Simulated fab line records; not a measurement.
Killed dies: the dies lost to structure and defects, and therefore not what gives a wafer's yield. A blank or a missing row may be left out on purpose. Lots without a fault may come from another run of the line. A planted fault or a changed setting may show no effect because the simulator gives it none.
Which tool was responsible? :: flow berkeley_cmos170 :: 42 wafers sampled from 14 lots at 1 step of a route of 331

WHAT THE GAUGES SHOWED, per wafer
UCB170_V1_CD_MEAS_90: target cd 700 nm.
lot: L310
measured: day 8 18:56
on: cd_sem-02
cd_nm (nm): 699.7 698.5 699.4

lot: L313
measured: day 9 06:13
on: cd_sem-02
cd_nm (nm): 698.9 697.9 697.9

lot: L314
measured: day 9 07:03
on: cd_sem-01
cd_nm (nm): 699.8 699.4 699.6

lot: L312
measured: day 9 08:07
on: cd_sem-02
cd_nm (nm): 698.5 696.9 699.1

lot: L311
measured: day 9 08:12
on: cd_sem-01
cd_nm (nm): 699.9 700.3 700.4

lot: L315
measured: day 9 08:52
on: cd_sem-01
cd_nm (nm): 699.3 700.7 701.3

lot: L319
measured: day 10 17:59
on: cd_sem-01
cd_nm (nm): 697.9 698.9 699.3

lot: L320
measured: day 10 18:16
on: cd_sem-01
cd_nm (nm): 703.7 701.4 703.8

lot: L323
measured: day 11 05:18
on: cd_sem-01
cd_nm (nm): 701.8 698.9 699.5

lot: L328
measured: day 12 06:10
on: cd_sem-02
cd_nm (nm): 700.0 698.9 700.0

lot: L326
measured: day 12 07:42
on: cd_sem-01
cd_nm (nm): 703.4 701.9 700.4

lot: L329
measured: day 13 04:37
on: cd_sem-01
cd_nm (nm): 699.6 697.8 698.7

lot: L330
measured: day 13 12:37
on: cd_sem-01
cd_nm (nm): 698.5 699.2 699.8

lot: L331
measured: day 13 16:21
on: cd_sem-01
cd_nm (nm): 700.0 698.1 700.2

TOOL THAT RAN EACH LOT (tool first, then ch and the chambers of the sampled wafers, then the start)
There is no process step in the record ahead of these readings.

AS READ BY THE TOOLS THEMSELVES (means over the sampled wafers that have a number; for cases with no such wafer, the mark the record gives instead)
The record holds no such reading with a usual standard deviation.

THE ANSWER, worked out from the rows above alone
Rule: usual is defined by the lots themselves. Put in order of their means at a reading, lots are off if they are a third of the lots or fewer, leave a main group of 4 or more, and stand apart from it by a gap of 3 or more times the standard deviation of the main group's means; of several such gaps the widest counts. A main group is skipped when, at the precision printed for the reading in the tables above, its means are all equal. A lot without any number at a reading at which 4 lots or more have one is off too. The other lots that the step has rows for count as sound. After the gauges, taken in route order, come the tools' own readings; for these a lot's mean is taken, as printed above. At the first step where some lot is off, the reading lying furthest off is the one used; lots without a number count as furthest.
Across all readings shown, no lot is off: no conclusion can be drawn from this.

WHAT THE SIMULATOR HAD INSERTED
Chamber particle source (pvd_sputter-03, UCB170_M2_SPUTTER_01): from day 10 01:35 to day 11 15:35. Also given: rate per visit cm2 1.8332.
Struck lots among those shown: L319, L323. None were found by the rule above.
